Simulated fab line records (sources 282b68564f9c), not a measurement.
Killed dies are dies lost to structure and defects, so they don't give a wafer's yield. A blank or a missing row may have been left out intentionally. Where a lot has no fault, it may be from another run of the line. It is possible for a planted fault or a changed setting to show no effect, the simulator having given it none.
Which tool was responsible? | flow rit cmos | Sampling: 15 lots, 45 wafers, 2 of 202 route steps

## WHAT THE GAUGES READ, wafer by wafer
RIT_NWELL_OVL_MEAS_06. Usual: NWELL_OVL 1.4 nm, standard deviation 1.5.
lot  | measured    | on         | NWELL_OVL (nm)       | flag
L186 | day 1 20:23 | overlay-02 | -0.2 1.0 1.5         |
L187 | day 2 01:25 | overlay-02 | 1.7 1.5 1.0          |
L188 | day 2 06:55 | overlay-02 | -0.2 -1.1 0.0        |
L189 | day 2 12:54 | overlay-01 | -0.7 -0.1 -1.6       |
L192 | day 3 02:16 | overlay-02 | 3.4 2.5 2.2          |
L195 | day 3 19:14 | overlay-01 | 0.1 -0.2 -0.1        |
L196 | day 3 22:12 | overlay-01 | 0.4 1.2 2.3          |
L198 | day 4 09:28 | overlay-02 | 1.2 0.3 1.7          |
L199 | day 4 14:02 | overlay-01 | 3571.0 3571.4 3570.1 | OFF
L200 | day 4 19:06 | overlay-01 | 3570.0 3570.8 3569.6 | OFF
L201 | day 4 23:16 | overlay-02 | 3570.8 3568.6 3570.7 | OFF
L203 | day 5 09:49 | overlay-01 | 2.5 0.7 0.8          |
L205 | day 5 20:40 | overlay-02 | 0.7 3.0 2.9          |
L208 | day 6 13:25 | overlay-01 | 3.5 4.5 4.7          |
L209 | day 6 19:02 | overlay-02 | 2.0 1.4 1.9          |

## EACH LOT AND THE TOOL THAT RAN IT (in order: tool; ch and the chambers of the sampled wafers; start)
lot  | RIT_NWELL_EXPOSE_03
L186 | iline stepper-01 ch 0, day 1 19:59
L187 | iline stepper-02 ch 0, day 2 00:59
L188 | iline stepper-01 ch 0, day 2 06:29
L189 | iline stepper-01 ch 0, day 2 12:29
L192 | iline stepper-02 ch 0, day 3 01:51
L195 | iline stepper-01 ch 0, day 3 18:49
L196 | iline stepper-01 ch 0, day 3 21:47
L198 | iline stepper-02 ch 0, day 4 09:04
L199 | iline stepper-01 ch 0, day 4 13:38
L200 | iline stepper-01 ch 0, day 4 18:40
L201 | iline stepper-01 ch 0, day 4 22:52
L203 | iline stepper-02 ch 0, day 5 09:24
L205 | iline stepper-02 ch 0, day 5 20:13
L208 | iline stepper-02 ch 0, day 6 13:00
L209 | iline stepper-02 ch 0, day 6 18:38
- RIT_NWELL_EXPOSE_03: exposes mask M2, target cd 43900 nm.

## WHAT THE TOOLS THEMSELVES READ (means of the sampled wafers that have a number; where no wafer has one, the mark that the record gives instead)
RIT_NWELL_EXPOSE_03. Usual: reticle temp C 23.01 C, standard deviation 0.1.
lot  | tool             | reticle temp C (C) | flag
L186 | iline stepper-01 | 23.03              |
L187 | iline stepper-02 | 23.11              |
L188 | iline stepper-01 | 23.03              |
L189 | iline stepper-01 | 22.89              |
L192 | iline stepper-02 | 23.01              |
L195 | iline stepper-01 | 22.98              |
L196 | iline stepper-01 | 23.14              |
L198 | iline stepper-02 | 23.00              |
L199 | iline stepper-01 | 22.98              |
L200 | iline stepper-01 | 23.02              |
L201 | iline stepper-01 | 23.12              |
L203 | iline stepper-02 | 23.06              |
L205 | iline stepper-02 | 23.04              |
L208 | iline stepper-02 | 22.99              |
L209 | iline stepper-02 | 22.98              |

## THE ANSWER, worked out from the rows above alone
Rule: take the mean of a lot's wafers that have a number; if it is more than 3 standard deviations from the usual mean, the lot is off. A lot without any number at a reading at which 4 lots or more have one is off too. The other lots that the step has rows for count as sound. Order of review: gauges by route order, followed by the tools' own readings, for which a lot's mean as printed above is used. At the first step where some lot is off, the reading lying furthest off is the one used; lots without a number count as furthest.
Off: L199, L200, L201, seen at RIT_NWELL_OVL_MEAS_06 (NWELL_OVL).
If a tool, at a process step before that reading, ran all the lots that are off and no sound lot after the first of them, it fits. Those tools and the gauges at RIT_NWELL_OVL_MEAS_06 are tried in the same way. One fits: RIT_NWELL_EXPOSE_03 on iline stepper-01. Its last sound lot is L196 (day 3 21:47), its first lot that is off L199 (day 4 13:38): a fault that began between those two fits.

## WHAT HAD BEEN PUT IN BY THE SIMULATOR
Scanner matching overlay: iline stepper-01, from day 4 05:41 on, at RIT_NWELL_EXPOSE_03. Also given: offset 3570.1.
Shown lots that were struck: L199, L200, L201. The same result came from the rule above.
